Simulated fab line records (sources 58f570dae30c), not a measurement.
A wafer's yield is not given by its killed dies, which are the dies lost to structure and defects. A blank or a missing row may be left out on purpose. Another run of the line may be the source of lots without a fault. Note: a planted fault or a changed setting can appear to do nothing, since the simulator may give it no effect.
Split-lot experiment | flow berkeley_cmos170 | on a route of 331 steps: 5 lots, 23 wafers read

## THE SPLIT
At UCB170_START_OXIDATION_02 (target thk 20 nm, ox time 1800 s), the setting ox_time_s was moved away from the recipe's 1800 s on 20 of the 23 wafers read, by -12.4% to +12.6%. The other wafers ran this setting at the recipe's value.

Between the split and the reading, the file records no step.

## THE READING
START_OXIDE_THK (nm), taken at UCB170_START_THK_MEAS_03. A value of 20.1 nm with a standard deviation of 0.4 nm is what fault-free wafers of this fab line usually give.

wafer  | tool, chamber at the split | ox_time_s as run, s | against the recipe | START_OXIDE_THK, nm | against lot-mates on the recipe
L076.1 | -, -                       | 2027                | +12.6%             | 21.1                | no lot-mate on the recipe
L076.2 | -, -                       | 2027                | +12.6%             | 21.6                | no lot-mate on the recipe
L076.3 | -, -                       | 2027                | +12.6%             | 21.0                | no lot-mate on the recipe
L076.5 | -, -                       | 2027                | +12.6%             | 21.2                | no lot-mate on the recipe
L076.6 | -, -                       | 2027                | +12.6%             | 21.1                | no lot-mate on the recipe
L077.1 | -, -                       | 1990                | +10.6%             | 21.5                | no lot-mate on the recipe
L077.2 | -, -                       | 1990                | +10.6%             | 21.1                | no lot-mate on the recipe
L077.4 | -, -                       | 1990                | +10.6%             | 20.9                | no lot-mate on the recipe
L077.5 | -, -                       | 1990                | +10.6%             | 21.1                | no lot-mate on the recipe
L077.6 | -, -                       | 1990                | +10.6%             | 21.2                | no lot-mate on the recipe
L078.2 | -, -                       | 1576                | -12.4%             | 18.5                | no lot-mate on the recipe
L078.3 | -, -                       | 1576                | -12.4%             | 18.8                | no lot-mate on the recipe
L078.4 | -, -                       | 1576                | -12.4%             | 18.3                | no lot-mate on the recipe
L078.5 | -, -                       | 1576                | -12.4%             | 18.2                | no lot-mate on the recipe
L078.6 | -, -                       | 1576                | -12.4%             | 18.2                | no lot-mate on the recipe
L081.2 | -, -                       | 1616                | -10.2%             | 18.7                | no lot-mate on the recipe
L081.3 | -, -                       | 1616                | -10.2%             | 18.7                | no lot-mate on the recipe
L081.4 | -, -                       | 1616                | -10.2%             | 18.7                | no lot-mate on the recipe
L081.5 | -, -                       | 1616                | -10.2%             | 18.8                | no lot-mate on the recipe
L081.6 | -, -                       | 1616                | -10.2%             | 18.5                | no lot-mate on the recipe
L084.3 | furnace-02, 0              | 1800                | recipe             | 19.6                | -
L084.5 | furnace-02, 0              | 1800                | recipe             | 19.8                | -
L084.6 | furnace-02, 0              | 1800                | recipe             | 19.8                | -

FIT RESULTS
A straight line over all 23 wafers: START_OXIDE_THK changes by +0.115 nm for each +1% of ox_time_s; r = +0.99; the points scatter about the line by 0.2 nm.
Too few moved wafers have a lot-mate on the recipe to fit a line with each lot's own level taken away.

## THE WHOLE CHAIN: every reading that the file lists as answering this split, in the file's order
step                      | what it does                     | reading                                                                            | change (the file's fit)               | r (the file's)
UCB170_START_OXIDATION_02 | target thk 20 nm, ox time 1800 s | SiO2_of_START_OXIDATION_02.thk_nm (the simulator's own value, which no gauge read) | +0.116 nm for each +1% of the setting | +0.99
UCB170_START_THK_MEAS_03  |                                  | START_OXIDE_THK                                                                    | +0.115 for each +1% of the setting    | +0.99

## THE FILE'S OWN FIT
START_OXIDE_THK changes by +0.115 nm for each +1% of ox_time_s, r = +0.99.
